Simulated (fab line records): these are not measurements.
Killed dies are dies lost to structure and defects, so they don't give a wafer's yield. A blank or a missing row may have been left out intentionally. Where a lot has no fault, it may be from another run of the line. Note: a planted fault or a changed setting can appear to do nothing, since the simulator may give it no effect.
fab line records ; flow ritCmos
record lots=14; wafers=42; lastDay=7
route steps=202 shown M1@196
lots that met no fault: from a run of the same line without faults
startH: start of the lot's first displayed wafer, in hours after the record's first day ; waitH: time in hours since the lot's previous step ; " same as the row above ; L1.1+2: a row that stands for several wafers ; - no value present, or no start provided ; * or withheld: withheld ; < > ~ a bound
route shown NAME@n: names a module that has steps shown in the file, with the first one's number in the route ; usual: mean/standard deviation of fault-free wafers ; same: alike in all rows ; chamber/n: place in a boat ; sites: each site's reading ; _std_site: standard deviation of those values ; _edge_site: the outer-site mean with the inner-site mean subtracted ; radiusMm: for every site, how far away it sits from the centre of the wafer ; mask NAME#n: copy n ; behind: the most recent tool/chamber to have shaped the wafer ; hold: cause of the lot's hold/its duration in hours/its outcome ; device: whichever transistor did not switch (one of n, p or np) ; end of line: tests run on the same wafers once the route is complete ; step lacking rows: just its recipe ; killed: the dies lost at the first sort to structure and to defects; this is not the yield of the wafer ; map: per-die view of a wafer (x killed, . not killed, _ where there is no die)
set.NAME: the setting that was run; set.NAME@STEP: the one run at that earlier step ; model.NAME: the simulator's own value behind a step, which no gauge read
a sample of lots followed through the steps of the route, with each step as a table and each wafer as a row
services: the hour from which a tool's chamber was out of use, counted from the record's first day as startH (under 0 if before that day), plus the number of hours and why
## steps
# step RIT_M1_METAL_ETCH_12
# recipe stopOn=SiO2; chemistry=Cl2/BCl3; target=Al; timeS=165; overEtchFrac=0.5; pressureMtorr=100; targetDepthA=6000; rfW=250; Cl2_flow_sccm=60; bcl3FlowSccm=50
# usual chamberPressureMTorr=99.99/0.11; drypumpMotorCurrentA=5.9/0.36; oesProductAu=0.781/0.02; throttleValvePct=8.22/0.052
# same overEtchFrac=0.5
lot.wafer;tool;chamber;startH;waitH;chamberPressureMTorr;drypumpMotorCurrentA;oesProductAu;rfHoursCounterH;throttleValvePct
L259.2;rieMetal-03;0;70.29;0.2;99.90;5.3;0.796;1;8.14
L259.4;rieMetal-03;0;70.29;0.2;100.01;5.3;0.800;-;8.13
L259.6;rieMetal-03;0;70.29;0.2;99.80;5.3;0.809;-;8.14
L260.3;rieMetal-02;0;72.71;0.2;99.98;6.4;0.785;-;8.27
L260.4;rieMetal-02;1;72.71;0.2;99.88;6.0;0.750;-;8.22
L260.5;rieMetal-02;0;72.71;0.2;99.95;6.4;0.783;-;8.28
L261.3;rieMetal-01;1;73.15;0.2;99.90;5.7;0.783;-;8.29
L261.4;rieMetal-01;0;73.15;0.2;99.84;6.2;0.757;-;8.21
L261.6;rieMetal-01;1;73.15;0.2;100.09;5.7;0.780;-;8.28
L262.1;rieMetal-03;1;77.41;0.2;99.92;6.0;0.808;1;8.22
L262.2;rieMetal-03;0;77.41;0.2;99.97;5.3;0.802;1;8.14
L262.3;rieMetal-03;0;77.41;0.2;100.06;5.4;0.795;-;8.13
L263.1;rieMetal-02;1;85.39;0.2;99.92;6.0;0.743;3;8.24
L263.4;rieMetal-02;0;85.39;0.2;99.85;6.4;0.775;-;8.29
L263.5;rieMetal-02;1;85.39;0.2;99.96;6.0;0.749;-;8.23
L267.1;rieMetal-03;0;106.91;0.2;100.09;5.4;0.792;1;8.14
L267.3;rieMetal-03;0;106.91;0.2;99.90;5.3;0.787;-;8.13
L267.6;rieMetal-03;1;106.91;0.2;99.94;6.0;0.802;-;8.22
L270.1;rieMetal-01;1;119.78;0.2;100.03;5.7;0.780;39;8.27
L270.4;rieMetal-01;1;119.78;0.2;100.02;5.7;0.787;-;8.29
L270.5;rieMetal-01;1;119.78;0.2;100.17;5.7;0.794;-;8.28
L271.1;rieMetal-03;0;122.21;0.2;100.05;5.4;0.789;1;8.14
L271.3;rieMetal-03;0;122.21;0.2;100.05;5.4;0.803;-;8.13
L271.4;rieMetal-03;1;122.21;0.2;150.02;6.0;0.803;-;8.19
L273.1;rieMetal-01;1;133.05;0.2;99.84;5.6;0.776;39;8.28
L273.3;rieMetal-01;1;133.05;0.2;100.10;5.7;0.788;-;8.29
L273.6;rieMetal-01;1;133.05;0.2;100.05;5.7;0.784;-;8.29
L274.1;rieMetal-03;0;138.43;0.2;100.17;5.3;0.806;2;8.14
L274.5;rieMetal-03;1;138.43;0.2;149.89;6.0;0.811;-;8.20
L274.6;rieMetal-03;0;138.43;0.2;99.93;5.3;0.805;-;8.12
L275.1;rieMetal-02;1;144.44;0.2;100.06;6.0;0.746;3;8.20
L275.4;rieMetal-02;0;144.44;0.2;99.95;6.4;0.783;-;8.27
L275.6;rieMetal-02;0;144.44;0.2;100.03;6.4;0.788;-;8.28
L279.3;rieMetal-01;1;157.13;0.2;99.98;5.6;0.790;-;8.29
L279.5;rieMetal-01;1;157.13;0.2;100.12;5.6;0.791;-;8.29
L279.6;rieMetal-01;0;157.13;0.2;100.02;6.2;0.751;-;8.22
L280.2;rieMetal-02;1;165.85;0.2;99.83;6.0;0.756;4;8.22
L280.5;rieMetal-02;0;165.85;0.2;100.00;6.4;0.777;-;8.28
L280.6;rieMetal-02;1;165.85;0.2;100.05;6.0;0.744;-;8.23
L282.1;rieMetal-01;0;175.95;0.2;100.13;6.2;0.762;0;8.21
L282.5;rieMetal-01;1;175.95;0.2;99.90;5.7;0.790;-;8.27
L282.6;rieMetal-01;0;175.95;0.2;99.85;6.2;0.758;-;8.20
# step RIT_M1_PROBE_99
# usual defectLimitedYield=97.5/1.1; killedAtContacts=0.1/0.23; killedAtFrontEnd=6.6/2.8; killedDies=6.6/2.8; killedOnRim=1.8/1.4; killedOpen=3.3/2; killedShort=3.2/1.7; sort_bin_3_pad_short=0.1/0.18; sort_bin_5_function=1.4/0.84; sort_bin_6_memory=1.0/0.64; sortNPass=257.4/2.8; sortYieldPct=97.5/1.1
# same grossDies=264; killed_at_M0_to_M3=0; killed_at_M4_up=0; killedAtBackSide=0; killedAtOther=0
lot.wafer;tool;chamber;startH;waitH;defectLimitedYield[%];killedAtContacts;killedAtFrontEnd;killedDies;killedOnRim;killedOpen;killedShort;sort_bin_3_pad_short[%];sort_bin_5_function[%];sort_bin_6_memory[%];sortNPass;sortYieldPct[%]
L259.2;prober-02;-;72.59;0.1;98.5;0;4;4;1;2;2;0;1.1;0.4;260.0;98.5
L259.4;prober-02;-;72.69;0.2;97.7;0;6;6;1;3;3;0;1.1;1.1;258.0;97.7
L259.6;prober-02;-;72.79;0.2;98.9;0;3;3;0;3;0;0;0.4;0.8;261.0;98.9
L260.3;prober-01;-;75.01;0.2;98.5;0;4;4;2;1;3;0.4;0.8;0.4;260.0;98.5
L260.4;prober-01;-;75.06;0.2;98.9;0;3;3;0;2;1;0;0.8;0.4;261.0;98.9
L260.5;prober-01;-;75.11;0.2;97.3;0;7;7;3;3;4;0;1.5;1.1;257.0;97.3
L261.3;prober-02;-;76.51;0.2;98.5;0;4;4;2;1;3;0;1.5;0;260.0;98.5
L261.4;prober-02;-;76.56;0.2;99.2;0;2;2;0;2;0;0;0;0.8;262.0;99.2
L261.6;prober-02;-;76.66;0.2;98.1;0;5;5;1;3;2;0;1.1;0.8;259.0;98.1
L262.1;prober-01;-;79.68;0.1;96.6;1;8;9;1;3;6;0.4;1.9;1.1;255.0;96.6
L262.2;prober-01;-;79.73;0.1;99.2;0;2;2;0;2;0;0;0.8;0;262.0;99.2
L262.3;prober-01;-;79.78;0.2;98.5;0;4;4;2;4;0;0;1.5;0;260.0;98.5
L263.1;prober-02;-;87.74;0.1;98.1;0;5;5;1;0;5;0.4;0.8;0.8;259.0;98.1
L263.4;prober-02;-;87.89;0.2;96.2;0;10;10;3;7;3;0;2.7;1.1;254.0;96.2
L263.5;prober-02;-;87.94;0.2;95.8;0;11;11;4;7;4;0.4;1.1;2.7;253.0;95.8
L267.1;prober-01;-;109.18;0.1;99.6;0;1;1;0;1;0;0;0.4;0;263.0;99.6
L267.3;prober-01;-;109.28;0.2;97.3;0;7;7;2;2;4;0;1.5;1.1;257.0;97.3
L267.6;prober-01;-;109.43;0.2;98.1;0;5;5;1;1;4;0.4;0.8;0.8;259.0;98.1
L270.1;prober-01;-;122.03;0.1;97.0;0;8;8;3;0;8;0.4;1.1;1.5;256.0;97.0
L270.4;prober-01;-;122.18;0.2;97.7;0;6;6;0;2;4;0;0.8;1.5;258.0;97.7
L270.5;prober-01;-;122.23;0.2;97.7;0;6;6;0;1;5;0;1.1;1.1;258.0;97.7
L271.1;prober-02;-;124.64;0.1;98.9;0;3;3;1;1;2;0;1.1;0;261.0;98.9
L271.3;prober-02;-;124.74;0.2;97.7;0;6;6;1;2;4;0;1.1;1.1;258.0;97.7
L271.4;prober-02;-;124.79;0.2;97.7;0;6;6;0;4;2;0.4;1.5;0.4;258.0;97.7
L273.1;prober-02;-;135.30;0.1;97.3;0;7;7;3;3;4;0;1.1;1.5;257.0;97.3
L273.3;prober-02;-;135.40;0.2;98.5;1;3;4;1;3;1;0;1.5;0;260.0;98.5
L273.6;prober-02;-;135.55;0.2;95.8;0;11;11;3;7;4;0;3.4;0.8;253.0;95.8
L274.1;prober-01;-;140.70;0.1;97.3;0;7;7;3;5;2;0;1.1;1.5;257.0;97.3
L274.5;prober-01;-;140.90;0.2;98.9;0;3;3;2;2;1;0;0.8;0.4;261.0;98.9
L274.6;prober-01;-;140.95;0.2;97.7;0;6;6;1;3;2;0;1.5;0.8;258.0;97.7
L275.1;prober-02;-;146.70;0.1;96.6;0;9;9;3;3;5;0;1.9;1.5;255.0;96.6
L275.4;prober-02;-;146.85;0.2;96.2;0;10;10;5;5;5;0;1.9;1.9;254.0;96.2
L275.6;prober-02;-;146.95;0.2;94.3;0;15;15;4;11;3;0;3.8;1.9;249.0;94.3
L279.3;prober-02;-;159.43;0.2;95.8;0;11;11;1;7;4;0;2.7;1.5;253.0;95.8
L279.5;prober-02;-;159.53;0.2;97.3;0;7;7;0;3;4;0;1.1;1.5;257.0;97.3
L279.6;prober-02;-;159.58;0.2;96.2;0;10;10;1;8;2;0;2.7;1.1;254.0;96.2
L280.2;prober-01;-;168.17;0.1;98.1;0;5;5;3;3;2;0;0.8;1.1;259.0;98.1
L280.5;prober-01;-;168.32;0.2;97.3;0;7;7;2;4;3;0;1.5;1.1;257.0;97.3
L280.6;prober-01;-;168.37;0.2;96.2;0;10;10;3;4;6;0;3.0;0.8;254.0;96.2
L282.1;prober-01;-;178.22;0.1;99.2;0;2;2;1;0;2;0;0.4;0.4;262.0;99.2
L282.5;prober-01;-;178.42;0.2;98.9;0;3;3;1;2;1;0;0.4;0.8;261.0;98.9
L282.6;prober-01;-;178.47;0.2;99.2;0;2;2;0;0;2;0;0.4;0.4;262.0;99.2
# killed by level:class
L259.2 REOX:geometricParticle:open=2 GATE:geometricParticle:short=1 SPACER:geometricParticle:short=1
L259.4 SPACER:geometricParticle:short=2 FOX1:geometricParticle:open=1 GATE:geometricParticle:open=1 SPACER:geometricParticle:open=1 GATE:geometricParticle:short=1
L259.6 SPACER:geometricParticle:open=2 FOX1:geometricParticle:open=1
L260.3 FOX1:geometricParticle:open=1 FOX1:geometricParticle:short=1 FOX2:geometricParticle:short=1 GATE:geometricParticle:short=1
L260.4 ACTIVE:geometricParticle:open=1 GATE:geometricParticle:short=1 SPACER:geometricParticle:open=1
L260.5 SPACER:geometricParticle:short=3 GATE:geometricParticle:open=2 FOX2:geometricParticle:open=1 SILICIDE:geometricParticle:short=1
L261.3 GATE:geometricParticle:short=2 GATE:geometricParticle:open=1 SPACER:geometricParticle:short=1
L261.4 GATE:geometricParticle:open=1 SPACER:geometricParticle:open=1
L261.6 GATE:geometricParticle:open=2 GATE:geometricParticle:short=1 SPACER:geometricParticle:short=1 SPACER:geometricParticle:open=1
L262.1 FOX2:geometricParticle:short=2 FOX1:geometricParticle:short=1 GATE:geometricParticle:short=1 GATE:geometricParticle:open=1 REOX:geometricParticle:open=1 SPACER:geometricParticle:short=1 SILICIDE:geometricParticle:short=1 CONTACT:geometricParticle:open=1
L262.2 REOX:geometricParticle:open=1 SPACER:geometricParticle:open=1
L262.3 REOX:geometricParticle:open=2 ACTIVE:geometricParticle:open=1 SILICIDE:geometricParticle:open=1
L263.1 GATE:geometricParticle:short=2 FOX1:geometricParticle:short=1 FOX2:geometricParticle:short=1 SILICIDE:geometricParticle:short=1
L263.4 FOX1:geometricParticle:open=4 FOX2:geometricParticle:short=2 SPACER:geometricParticle:open=2 GATE:geometricParticle:open=1 SPACER:geometricParticle:short=1
L263.5 FOX1:geometricParticle:open=2 FOX2:geometricParticle:open=2 SILICIDE:geometricParticle:open=2 FOX1:geometricParticle:short=1 FOX2:geometricParticle:short=1 GATE:geometricParticle:short=1 REOX:geometricParticle:open=1 SPACER:geometricParticle:short=1
L267.1 FOX2:geometricParticle:open=1
L267.3 FOX1:geometricParticle:short=2 FOX1:geometricParticle:open=1 REOX:geometricParticle:short=1 SPACER:geometricParticle:open=1 SILICIDE:geometricParticle:short=1 PSD:coatMicrobubblePrinted=1
L267.6 GATE:geometricParticle:short=2 SILICIDE:geometricParticle:short=2 REOX:geometricParticle:open=1
L270.1 REOX:geometricParticle:short=4 GATE:geometricParticle:short=3 SPACER:geometricParticle:short=1
L270.4 GATE:geometricParticle:short=3 FOX1:geometricParticle:short=1 FOX1:geometricParticle:open=1 GATE:geometricParticle:open=1
L270.5 GATE:geometricParticle:short=2 SPACER:geometricParticle:short=2 FOX1:geometricParticle:short=1 FOX1:geometricParticle:open=1
L271.1 FOX1:geometricParticle:short=1 GATE:geometricParticle:open=1 GATE:geometricParticle:short=1
L271.3 FOX1:geometricParticle:open=1 FOX1:geometricParticle:short=1 GATE:geometricParticle:short=1 REOX:geometricParticle:short=1 SILICIDE:geometricParticle:short=1 SILICIDE:geometricParticle:open=1
L271.4 REOX:geometricParticle:open=2 FOX1:geometricParticle:short=1 FOX2:geometricParticle:open=1 GATE:geometricParticle:short=1 SPACER:geometricParticle:open=1
L273.1 GATE:geometricParticle:open=3 FOX1:geometricParticle:short=2 REOX:geometricParticle:short=2
L273.3 FOX2:geometricParticle:open=1 GATE:geometricParticle:open=1 REOX:geometricParticle:short=1 CONTACT:geometricParticle:open=1
L273.6 GATE:geometricParticle:short=4 GATE:geometricParticle:open=4 FOX2:geometricParticle:open=2 FOX1:geometricParticle:open=1
L274.1 GATE:geometricParticle:open=3 GATE:geometricParticle:short=2 SPACER:geometricParticle:open=1 SILICIDE:geometricParticle:open=1
L274.5 FOX1:geometricParticle:open=1 FOX1:geometricParticle:short=1 GATE:geometricParticle:open=1
L274.6 REOX:geometricParticle:open=2 GATE:geometricParticle:short=1 REOX:geometricParticle:short=1 SPACER:geometricParticle:open=1 NSD:coatMicrobubblePrinted=1
L275.1 GATE:geometricParticle:open=2 REOX:geometricParticle:short=2 FOX1:geometricParticle:short=1 GATE:geometricParticle:short=1 REOX:geometricParticle:open=1 SPACER:geometricParticle:short=1 NLDD:coatMicrobubblePrinted=1
L275.4 GATE:geometricParticle:short=3 FOX1:geometricParticle:open=2 GATE:geometricParticle:open=2 REOX:geometricParticle:short=2 REOX:geometricParticle:open=1
L275.6 GATE:geometricParticle:open=8 FOX1:geometricParticle:open=2 GATE:geometricParticle:short=2 SILICIDE:geometricParticle:short=1 SILICIDE:geometricParticle:open=1 NWELL:coatMicrobubblePrinted=1
L279.3 GATE:geometricParticle:open=3 SPACER:geometricParticle:open=2 SILICIDE:geometricParticle:short=2 FOX1:geometricParticle:short=1 FOX2:geometricParticle:open=1 SPACER:geometricParticle:short=1 SILICIDE:geometricParticle:open=1
L279.5 SPACER:geometricParticle:open=2 FOX2:geometricParticle:short=1 FOX2:geometricParticle:open=1 REOX:geometricParticle:short=1 SPACER:geometricParticle:short=1 SILICIDE:geometricParticle:short=1
L279.6 FOX1:geometricParticle:open=3 GATE:geometricParticle:open=2 SILICIDE:geometricParticle:open=2 FOX1:geometricParticle:short=1 SPACER:geometricParticle:open=1 SPACER:geometricParticle:short=1
L280.2 GATE:geometricParticle:open=2 FOX1:geometricParticle:short=1 SPACER:geometricParticle:open=1 SPACER:geometricParticle:short=1
L280.5 GATE:geometricParticle:open=3 GATE:geometricParticle:short=2 FOX1:geometricParticle:short=1 SPACER:geometricParticle:open=1
L280.6 SPACER:geometricParticle:open=3 GATE:geometricParticle:short=2 FOX1:geometricParticle:short=1 GATE:geometricParticle:open=1 REOX:geometricParticle:short=1 SPACER:geometricParticle:short=1 SILICIDE:geometricParticle:short=1
L282.1 GATE:geometricParticle:short=1 SILICIDE:geometricParticle:short=1
L282.5 GATE:geometricParticle:open=1 REOX:geometricParticle:open=1 SILICIDE:geometricParticle:short=1
L282.6 GATE:geometricParticle:short=1 SILICIDE:geometricParticle:short=1
## services
tool;chamber;startH;hours;kind
rieMetal-03;1;89.01;12.3;repair
rieMetal-01;-;103.40;14.6;pm
rieMetal-01;-;136.12;20.0;pm
rieMetal-01;0;136.12;20.0;ventCycle
rieMetal-01;1;136.12;20.0;ventCycle
rieMetal-01;0;156.12;-;clean
rieMetal-01;1;156.12;-;clean
## key
firstSign step=RIT_M1_METAL_ETCH_12; reading=chamberPressureMTorr; direction=up; sigmas=99+; usual=99.99; struck=149.96
effect none on later readings
metAt RIT_M1_METAL_ETCH_12
struckLots L271,L274
struckWafers L271.4,L274.5
onsetBetween 106.91 122.21
fault kind=processParameterDrift; tool=rieMetal-03; chamber=1; onsetH=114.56; steps=RIT_M1_METAL_ETCH_12; channel=pressureMtorr; offset=50; shape=step; endH=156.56; stated=100
